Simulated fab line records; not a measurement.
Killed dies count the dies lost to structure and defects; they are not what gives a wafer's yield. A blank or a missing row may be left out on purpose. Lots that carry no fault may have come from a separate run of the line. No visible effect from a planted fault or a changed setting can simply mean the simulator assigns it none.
Lot-split experiment | flow rit_cmos | 23 wafers read across 5 lots, on a route 202 steps long

== THE SPLIT ==
At RIT_NLDD_IMPLANT_08, the setting energy_kev was moved away from the recipe's 20 on 10 of the 23 wafers read, by -4.4% to +4.5%. This setting was run at the recipe's value on the other wafers.

Reading taken at the split's own step.

== THE READING ==
implant.drp_nm (the simulator's own value, which no gauge read), in nm, at RIT_NLDD_IMPLANT_08. The file does not state a usual value for it.

wafer  | tool, chamber at the split | energy_kev as run | against the recipe | implant.drp_nm, nm | against lot-mates on the recipe
L074.1 | implanter-04, 0            | 19.13             | -4.4%              | 12.63              | -0.34
L074.2 | implanter-04, 0            | 19.13             | -4.4%              | 12.63              | -0.34
L074.6 | implanter-04, 0            | 19.13             | -4.4%              | 12.63              | -0.34
L074.3 | implanter-04, 0            | 20                | recipe             | 12.97              | -
L074.5 | implanter-04, 0            | 20                | recipe             | 12.97              | -
L076.1 | implanter-01, 0            | 20.36             | +1.8%              | 13.11              | +0.14
L076.3 | implanter-01, 0            | 20.36             | +1.8%              | 13.11              | +0.14
L076.6 | implanter-01, 0            | 20.36             | +1.8%              | 13.11              | +0.14
L076.4 | implanter-01, 0            | 20                | recipe             | 12.97              | -
L076.5 | implanter-01, 0            | 20                | recipe             | 12.97              | -
L081.1 | implanter-04, 0            | 20                | recipe             | 12.97              | -
L081.2 | implanter-04, 0            | 20                | recipe             | 12.97              | -
L081.3 | implanter-04, 0            | 20                | recipe             | 12.97              | -
L081.4 | implanter-04, 0            | 20.9              | +4.5%              | 13.32              | +0.35
L081.6 | implanter-04, 0            | 20.9              | +4.5%              | 13.32              | +0.35
L082.2 | implanter-01, 0            | 19.51             | -2.4%              | 12.78              | -0.19
L082.3 | implanter-01, 0            | 19.51             | -2.4%              | 12.78              | -0.19
L082.4 | implanter-01, 0            | 20                | recipe             | 12.97              | -
L082.5 | implanter-01, 0            | 20                | recipe             | 12.97              | -
L082.6 | implanter-01, 0            | 20                | recipe             | 12.97              | -
L083.1 | implanter-01, 0            | 20                | recipe             | 12.97              | -
L083.5 | implanter-01, 0            | 20                | recipe             | 12.97              | -
L083.6 | implanter-01, 0            | 20                | recipe             | 12.97              | -

THE FIT
A straight line over all 23 wafers: implant.drp_nm changes by +0.0779 nm for each +1% of energy_kev; r = +1.00; the points scatter about the line by 0.00051 nm.
The same after taking each lot's own level away (the mean of its wafers on the recipe; 23 wafers): +0.0779 nm for each +1%; r = +1.00; scatter 0.00051 nm.
Per that fit: largest energy_kev move, reading shift of 0.35 nm.
The lots' own levels span 12.970 to 12.970 nm.
The two slopes agree, so the slope changes little with the lot-to-lot level.
Check: +0.351 nm against its lot-mates is what the line predicts for one of the wafers moved furthest among these (+4.5%) when that wafer is left out of the fit. Against them it came out at +0.35 nm.

== ADDITIONAL SPLITS CARRIED BY THESE WAFERS ==
Note: prior to the reading, these wafers also went through further splits. Each is held against what the fit with the lots' levels taken away leaves over:
other split on the same wafers   | wafers away from the commonest value | r with implant.drp_nm (lot level and that fit taken away)
RIT_ACTIVE_CVD_03 temp_c         | 18                                   | +0.16
RIT_ACTIVE_ETCH_13 time_s        | 6                                    | +0.07
RIT_FOX2_OXIDATION_00 ox_time_s  | 18                                   | -0.15
RIT_NWELL_IMPLANT_08 energy_kev  | 12                                   | -0.23
RIT_PWELL_IMPLANT_08 energy_kev  | 11                                   | +0.21
RIT_NRETRO_IMPLANT_08 energy_kev | 8                                    | -0.33
RIT_PRETRO_SOFTBAKE_02 temp_c    | 5                                    | +0.10
RIT_PRETRO_IMPLANT_08 energy_kev | 7                                    | -0.17
RIT_GATE_OXIDATION_05 ox_time_s  | 10                                   | +0.38
RIT_GATE_EXPOSE_13 dose_mj       | 10                                   | +0.14
RIT_REOX_CLEAN_01 time_s         | 15                                   | +0.35

== FILE'S OWN FIT ==
implant.drp_nm changes by +0.0782 nm for each +1% of energy_kev, r = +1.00.
